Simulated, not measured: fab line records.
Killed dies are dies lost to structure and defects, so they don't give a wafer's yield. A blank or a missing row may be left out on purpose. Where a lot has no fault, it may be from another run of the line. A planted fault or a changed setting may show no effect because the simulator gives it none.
A struck lot beside a sound one | flow rit cmos | 15 out of 202 route steps
Sound: these wafers, L390.4, L390.5, L390.6. Struck: wafers L397.1, L397.5, L397.6. The cause comes at the end.
At each step with rows: each side's tool, then ch and its chambers, then its first start. Under that, the readings that differ: sound wafers | struck wafers | difference of the means | sigmas: that difference in standard deviations of wafers without a fault.
alike: readings with means less than 2 such deviations apart, plus words and numbers identical on both sides. not compared: withheld readings, readings lacking a value on some wafer, bounds such as >300 that could conceal the same value, and numbers that have no deviation in the record and whose values overlap.
A row with sigmas, a row that says differs or no value, or rows on one side alone: a step with any of these is where the two part. Numbers that don't overlap but have no deviation are shown without sigmas and don't part them. A reading missing from all wafers of one side parts the sides only when that side holds two or more wafers.

first, 2 steps without rows for these wafers: RIT_PSD_HARDBAKE_07 (time 60 s); RIT_PSD_IMPLANT_08.
RIT_PSD_STRIP_09: strips in O2, time 180 s.
  sound on plasma asher-03 ch 0,1, day 4 18:14; struck on plasma asher-04 ch 0,1, day 6 16:01
  alike: drypump motor current A
  not compared: rf hours counter h
RIT_PSD_TW_MEAS_10:
  sound on film metro-03, day 4 18:23; struck on film metro-03, day 6 16:12
  alike: PSD_TW
then, 3 steps without rows for these wafers: RIT_SDANNEAL_CLEAN_00 (cleans in SC1, time 600 s); RIT_SDANNEAL_CLEAN_01 (cleans in dHF, time 30 s); RIT_SDANNEAL_CLEAN_02 (cleans in SC2, time 600 s).
RIT_SDANNEAL_RTA_03: time 5 s.
  sound on rtp anneal-01 ch 0, day 4 18:49; struck on rtp anneal-01 ch 0, day 6 16:40
  alike: ramp up c per s, wafer_temp_C_max
RIT_SDANNEAL_RS_MEAS_04: measures by four-point-probe.
  sound on film metro-03, day 4 18:54; struck on film metro-01, day 6 16:43
  reading         | sound             | struck            | difference | sigmas
  PSD_RS (ohm/sq) | 116.7 116.3 116.6 | 115.9 115.9 115.7 | -0.7       | -2
RIT_SDANNEAL_RS_MEAS_05: measures by four-point-probe.
  sound on film metro-03, day 4 19:01; struck on film metro-01, day 6 16:50
  alike: NSD_RS
RIT_SDANNEAL_RS_MEAS_06: measures by four-point-probe.
  sound on film metro-03, day 4 19:08; struck on film metro-01, day 6 16:58
  alike: PLDD_RS
RIT_SDANNEAL_RS_MEAS_07: measures by four-point-probe.
  sound on film metro-03, day 4 19:16; struck on film metro-01, day 6 17:05
  alike: NLDD_RS
RIT_SILICIDE_WET_ETCH_00: etches SiO2 in BOE, target depth 14 nm, time 15 s.
  sound on wet bench-01 ch 0, day 4 19:19; struck on wet bench-01 ch 0, day 6 17:12
  no value came back on the struck wafers for bath heat duty pct (%), run length s (s); on the sound wafers bath heat duty pct (%) reads 1.9 1.4 1.6
  reading                                     | sound             | struck            | difference | sigmas
  model.SiO2_of_FOX2_OXIDATION_00.thk nm (nm) | 151.1 150.5 146.2 | 162.6 159.2 161.3 | +11.8      |
RIT_SILICIDE_SPUTTER_01: material Ti, target thk 30 nm, time 240 s.
  sound on pvd sputter-03, day 4 19:20; struck on pvd sputter-03, day 6 17:13
  alike: throttle valve pct
RIT_M1_PROBE_99:
  sound on prober-02, day 5 02:23; struck on prober-02, day 7 01:13
  reading             | sound   | struck                                                               | difference                   | sigmas
  hold                | - - -   | await dispo/2.8h/scrap await dispo/2.8h/scrap await dispo/2.8h/scrap | no value on the sound wafers |
  killed at front end | 13 5 11 | 264 264 264                                                          | +254                         | +82
  killed dies         | 13 5 11 | 264 264 264                                                          | +254                         | +82
  killed on rim       | 4 2 6   | 70 70 70                                                             | +66                          | +51
  alike: killed at contacts, killed open, killed short

== WHERE THEY PART ==
Earliest at RIT_SDANNEAL_RS_MEAS_04; latest, in this record, at RIT_M1_PROBE_99.

WHY: what had been put in by the simulator
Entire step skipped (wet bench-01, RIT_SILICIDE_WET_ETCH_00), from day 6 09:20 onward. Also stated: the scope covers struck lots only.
